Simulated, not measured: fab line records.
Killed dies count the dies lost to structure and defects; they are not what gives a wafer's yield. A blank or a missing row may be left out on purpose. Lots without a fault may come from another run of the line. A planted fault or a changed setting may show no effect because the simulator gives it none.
Which of the tools did it? || flow rit cmos || Sampling: 14 lots, 42 wafers, 2 of 202 route steps

== WHAT THE GAUGES READ, wafer by wafer ==
RIT_GATE_THK_MEAS_07. Usual: for GATE_OXIDE_THK the level is 3.01 nm and the standard deviation is 0.067.
{"lot": "L734", "measured": "day 2 19:13", "on": "film metro-03", "GATE_OXIDE_THK (nm)": "3.01 3.01 2.98", "flag": ""}
{"lot": "L735", "measured": "day 2 20:31", "on": "film metro-03", "GATE_OXIDE_THK (nm)": "3.04 3.04 3.02", "flag": ""}
{"lot": "L737", "measured": "day 3 04:37", "on": "film metro-04", "GATE_OXIDE_THK (nm)": "5.20 5.03 5.13", "flag": "OFF"}
{"lot": "L738", "measured": "day 3 09:22", "on": "film metro-03", "GATE_OXIDE_THK (nm)": "5.27 5.15 5.19", "flag": "OFF"}
{"lot": "L746", "measured": "day 4 22:01", "on": "film metro-04", "GATE_OXIDE_THK (nm)": "3.02 3.09 3.06", "flag": ""}
{"lot": "L748", "measured": "day 5 07:09", "on": "film metro-04", "GATE_OXIDE_THK (nm)": "2.92 3.03 2.90", "flag": ""}
{"lot": "L750", "measured": "day 5 17:38", "on": "film metro-04", "GATE_OXIDE_THK (nm)": "2.99 3.01 2.92", "flag": ""}
{"lot": "L751", "measured": "day 5 22:24", "on": "film metro-03", "GATE_OXIDE_THK (nm)": "3.01 2.97 3.04", "flag": ""}
{"lot": "L752", "measured": "day 6 03:20", "on": "film metro-03", "GATE_OXIDE_THK (nm)": "2.95 3.00 3.10", "flag": ""}
{"lot": "L753", "measured": "day 6 08:24", "on": "film metro-04", "GATE_OXIDE_THK (nm)": "3.01 3.10 3.02", "flag": ""}
{"lot": "L754", "measured": "day 6 13:35", "on": "film metro-03", "GATE_OXIDE_THK (nm)": "3.05 3.01 3.02", "flag": ""}
{"lot": "L755", "measured": "day 6 18:38", "on": "film metro-04", "GATE_OXIDE_THK (nm)": "2.94 2.96 2.93", "flag": ""}
{"lot": "L756", "measured": "day 6 23:38", "on": "film metro-03", "GATE_OXIDE_THK (nm)": "3.02 2.94 2.97", "flag": ""}
{"lot": "L757", "measured": "day 7 04:47", "on": "film metro-04", "GATE_OXIDE_THK (nm)": "3.19 3.20 3.16", "flag": ""}

== WHICH TOOL RAN EACH LOT (tool, then ch and the chambers of the sampled wafers, then the start) ==
{"lot": "L734", "RIT_GATE_OXIDATION_05": "furnace-01 ch 0, day 2 17:52"}
{"lot": "L735", "RIT_GATE_OXIDATION_05": "furnace-01 ch 0, day 2 19:12"}
{"lot": "L737", "RIT_GATE_OXIDATION_05": "furnace-01 ch 0, day 3 01:22 and furnace-02 ch 0, day 3 02:46"}
{"lot": "L738", "RIT_GATE_OXIDATION_05": "furnace-02 ch 0, day 3 05:34 and furnace-01 ch 0, day 3 06:49"}
{"lot": "L746", "RIT_GATE_OXIDATION_05": "furnace-01 ch 0, day 4 20:41"}
{"lot": "L748", "RIT_GATE_OXIDATION_05": "furnace-02 ch 0, day 5 05:49"}
{"lot": "L750", "RIT_GATE_OXIDATION_05": "furnace-04 ch 0, day 5 15:31"}
{"lot": "L751", "RIT_GATE_OXIDATION_05": "furnace-01 ch 0, day 5 21:03"}
{"lot": "L752", "RIT_GATE_OXIDATION_05": "furnace-01 ch 0, day 6 02:01"}
{"lot": "L753", "RIT_GATE_OXIDATION_05": "furnace-04 ch 0, day 6 07:04"}
{"lot": "L754", "RIT_GATE_OXIDATION_05": "furnace-04 ch 0, day 6 12:03"}
{"lot": "L755", "RIT_GATE_OXIDATION_05": "furnace-01 ch 0, day 6 17:19"}
{"lot": "L756", "RIT_GATE_OXIDATION_05": "furnace-04 ch 0, day 6 22:19"}
{"lot": "L757", "RIT_GATE_OXIDATION_05": "furnace-04 ch 0, day 7 03:28"}
- RIT_GATE_OXIDATION_05: target thk 3 nm, ox time 270 s.

== AS READ BY THE TOOLS THEMSELVES (means over the sampled wafers that have a number; for cases with no such wafer, the mark the record gives instead) ==
RIT_GATE_OXIDATION_05. Usual: ox temp c max 904.9, standard deviation 0.79; spike tc load C 927.4 C, standard deviation 1.3; zone power centre pct 43.5 %, standard deviation 2.4.
{"lot": "L734", "tool": "furnace-01", "ox temp c max": 905.1, "spike tc load C (C)": 926.6, "zone power centre pct (%)": 43.6, "flag": ""}
{"lot": "L735", "tool": "furnace-01", "ox temp c max": 905.3, "spike tc load C (C)": 926.0, "zone power centre pct (%)": 43.6, "flag": ""}
{"lot": "L737", "tool": "furnace-01/furnace-02", "ox temp c max": 905.0, "spike tc load C (C)": 927.0, "zone power centre pct (%)": 44.7, "flag": ""}
{"lot": "L738", "tool": "furnace-02/furnace-01", "ox temp c max": 904.8, "spike tc load C (C)": 926.9, "zone power centre pct (%)": 44.8, "flag": ""}
{"lot": "L746", "tool": "furnace-01", "ox temp c max": 904.6, "spike tc load C (C)": 926.1, "zone power centre pct (%)": 43.2, "flag": ""}
{"lot": "L748", "tool": "furnace-02", "ox temp c max": 904.9, "spike tc load C (C)": 926.8, "zone power centre pct (%)": 45.9, "flag": ""}
{"lot": "L750", "tool": "furnace-04", "ox temp c max": 904.3, "spike tc load C (C)": 928.9, "zone power centre pct (%)": 39.9, "flag": ""}
{"lot": "L751", "tool": "furnace-01", "ox temp c max": 904.3, "spike tc load C (C)": 925.8, "zone power centre pct (%)": 43.3, "flag": ""}
{"lot": "L752", "tool": "furnace-01", "ox temp c max": 905.5, "spike tc load C (C)": 925.7, "zone power centre pct (%)": 43.4, "flag": ""}
{"lot": "L753", "tool": "furnace-04", "ox temp c max": 905.1, "spike tc load C (C)": 928.2, "zone power centre pct (%)": 40.0, "flag": ""}
{"lot": "L754", "tool": "furnace-04", "ox temp c max": 904.4, "spike tc load C (C)": 927.7, "zone power centre pct (%)": 39.8, "flag": ""}
{"lot": "L755", "tool": "furnace-01", "ox temp c max": 904.9, "spike tc load C (C)": 926.0, "zone power centre pct (%)": 43.6, "flag": ""}
{"lot": "L756", "tool": "furnace-04", "ox temp c max": 904.6, "spike tc load C (C)": 928.8, "zone power centre pct (%)": 40.3, "flag": ""}
{"lot": "L757", "tool": "furnace-04", "ox temp c max": 905.2, "spike tc load C (C)": 927.8, "zone power centre pct (%)": 40.4, "flag": ""}

== THE ANSWER, worked out from the rows above alone ==
Rule: a lot is off if the mean of its wafers that have a number lies more than 3 standard deviations from the usual mean. A lot without any number at a reading at which 4 lots or more have one is off too. Where the step has rows for the other lots, those lots are counted as sound. The gauges are gone through in route order, then the tools' own readings, and for those a lot's mean is taken as printed above. At the first step where some lot is off, the reading lying furthest off is the one used; lots without a number count as furthest.
Off: L737, L738, at RIT_GATE_THK_MEAS_07 (GATE_OXIDE_THK).
A tool fits if, at a process step before that reading, it ran every lot that is off, and no sound lot after the first of them. The gauges at RIT_GATE_THK_MEAS_07 are tried like those tools. Not one of the candidates tried fits.

== WHAT WAS PUT IN BY THE SIMULATOR ==
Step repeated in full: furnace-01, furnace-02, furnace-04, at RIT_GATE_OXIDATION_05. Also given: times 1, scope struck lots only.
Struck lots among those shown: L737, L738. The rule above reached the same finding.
